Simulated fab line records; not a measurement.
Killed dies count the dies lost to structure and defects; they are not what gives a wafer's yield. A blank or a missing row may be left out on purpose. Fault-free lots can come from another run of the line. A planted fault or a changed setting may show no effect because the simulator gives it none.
What tool caused it? | flow rit-cmos | 7 lots, 21 wafers sampled, at 2 steps of a route of 202

== WHAT THE GAUGES SHOWED, per wafer ==
RIT_ACTIVE_THK_MEAS_02.
lot  | measured    | on            | ACTIVE_OXIDE_THK (nm)
L803 | day 1 20:18 | film-metro-04 | 46.2 45.8 47.0
L809 | day 3 00:58 | film-metro-04 | 54.3 53.9 53.6
L814 | day 4 00:16 | film-metro-04 | 46.9 46.6 46.1
L817 | day 4 15:03 | film-metro-01 | 46.7 46.7 46.7
L820 | day 5 06:55 | film-metro-01 | 46.6 47.7 47.5
L822 | day 5 19:15 | film-metro-01 | 46.4 47.4 46.3
L825 | day 6 07:26 | film-metro-01 | 46.7 47.1 46.1

== TOOL THAT RAN EACH LOT (tool first, then ch and the chambers of the sampled wafers, then the start) ==
lot  | RIT_ACTIVE_OXIDATION_01
L803 | furnace-01 ch 0, day 1 18:22
L809 | furnace-01 ch 0, day 2 23:02
L814 | furnace-03 ch 0, day 3 22:20
L817 | furnace-04 ch 0, day 4 13:07
L820 | furnace-04 ch 0, day 5 04:57
L822 | furnace-03 ch 0, day 5 17:19
L825 | furnace-01 ch 0, day 6 05:30
- RIT_ACTIVE_OXIDATION_01: target thk 46.8 nm, ox time 3360 s.

== THE ANSWER, worked out from the rows above alone ==
Rule: what is usual is taken from the lots themselves. Put in order of their means at a reading, lots are off if they are a third of the lots or fewer, leave a main group of 4 or more, and stand apart from it by a gap of 3 or more times the standard deviation of the main group's means; of several such gaps the widest counts. A main group is skipped when, at the precision printed for the reading in the tables above, its means are all equal. A lot without any number at a reading at which 4 lots or more have one is off too. Any other lot the step has rows for is counted as sound.
Off: L809, at RIT_ACTIVE_THK_MEAS_02 (ACTIVE_OXIDE_THK). The main group has a mean of 46.7 nm with a standard deviation of 0.29.
A tool fits if, at a process step before that reading, it ran every lot that is off, and no sound lot after the first of them. The gauges at RIT_ACTIVE_THK_MEAS_02 are tried like those tools. No candidate that was tried fits.

== WHAT THE SIMULATOR PUT IN ==
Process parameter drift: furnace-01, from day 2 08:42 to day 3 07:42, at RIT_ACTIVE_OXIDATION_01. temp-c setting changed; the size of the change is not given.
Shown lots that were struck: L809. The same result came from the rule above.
